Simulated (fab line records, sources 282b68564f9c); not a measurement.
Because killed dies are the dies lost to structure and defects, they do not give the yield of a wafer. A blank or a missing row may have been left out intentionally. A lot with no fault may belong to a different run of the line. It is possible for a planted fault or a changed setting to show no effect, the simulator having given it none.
The same fault as seen by 2 desks -- flow rit cmos -- each desk has only its own numbers; what lay behind them comes last

== METROLOGY DESK ==
Lot by lot, what the gauges showed, no matter which tool ran the lot: averages of those sampled wafers that carry a number. A lot is out of limits, marked OUT, if its mean lies more than 4 standard deviations from the usual mean; the brackets give that distance.
Columns: A = NRETRO_OVL at RIT_NRETRO_OVL_MEAS_06, usual -0.1 nm
lot,first seen here,A
L212,day 2 05:50,-1.8
L213,day 2 09:52,1.7
L215,day 2 21:54,-1.6
L216,day 3 03:06,0.4
L219,day 3 19:52,420.3 (+99 or more) OUT
L221,day 4 02:01,419.1 (+99 or more) OUT
L222,day 4 07:39,419.2 (+99 or more) OUT
L225,day 4 22:19,-1.1
L226,day 5 03:19,-1.8
L227,day 5 10:02,-0.1
L229,day 5 19:20,-0.7
L230,day 5 22:39,-0.8
L233,day 6 14:41,-0.4
L234,day 6 18:49,-1.3
L235,day 7 00:25,-2.1
This desk reports L219, L221, L222 out of limits; the earliest was L219 at day 3 19:52 (NRETRO_OVL at RIT_NRETRO_OVL_MEAS_06). L212, L213, L215, L216, L225, L226, L227, L229, L230, L233, L234, L235: within limits.

== TOOL OWNER'S DESK, iline stepper-01 ==
The tool's own readings at RIT_NRETRO_EXPOSE_03 (exposes mask M4, target cd 43900 nm): means of the sampled wafers that have a number, for each lot that ran on this tool. A lot is out of limits, marked OUT, if its mean lies more than 4 standard deviations from the usual mean; the brackets give that distance.
Columns: A = stage vel mm s at RIT_NRETRO_EXPOSE_03, usual 499.92 mm/s
lot,first seen here,A
L213,day 2 09:26,500.13
L216,day 3 02:40,499.91
L219,day 3 19:26,499.97
L221,day 4 01:36,500.32
L222,day 4 07:13,499.93
This desk's verdict: no lot among the 5 shows anything out of limits.

== BROUGHT TOGETHER ==
An alarm was possible from the metrology desk at day 3 19:52, on L219, L221, L222.
Nothing out of limits was seen by the tool owner's desk.
Tool owner's desk: L219, L221, L222 on record, inside its limits.
All the named lots went through RIT_NRETRO_EXPOSE_03 on iline stepper-01.

== WHAT THE SIMULATOR PUT IN ==
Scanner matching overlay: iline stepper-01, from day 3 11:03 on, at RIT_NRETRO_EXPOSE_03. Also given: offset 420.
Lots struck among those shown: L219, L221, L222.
Delay in hours, fault start to first out-of-limits reading, per desk: metrology desk 9.
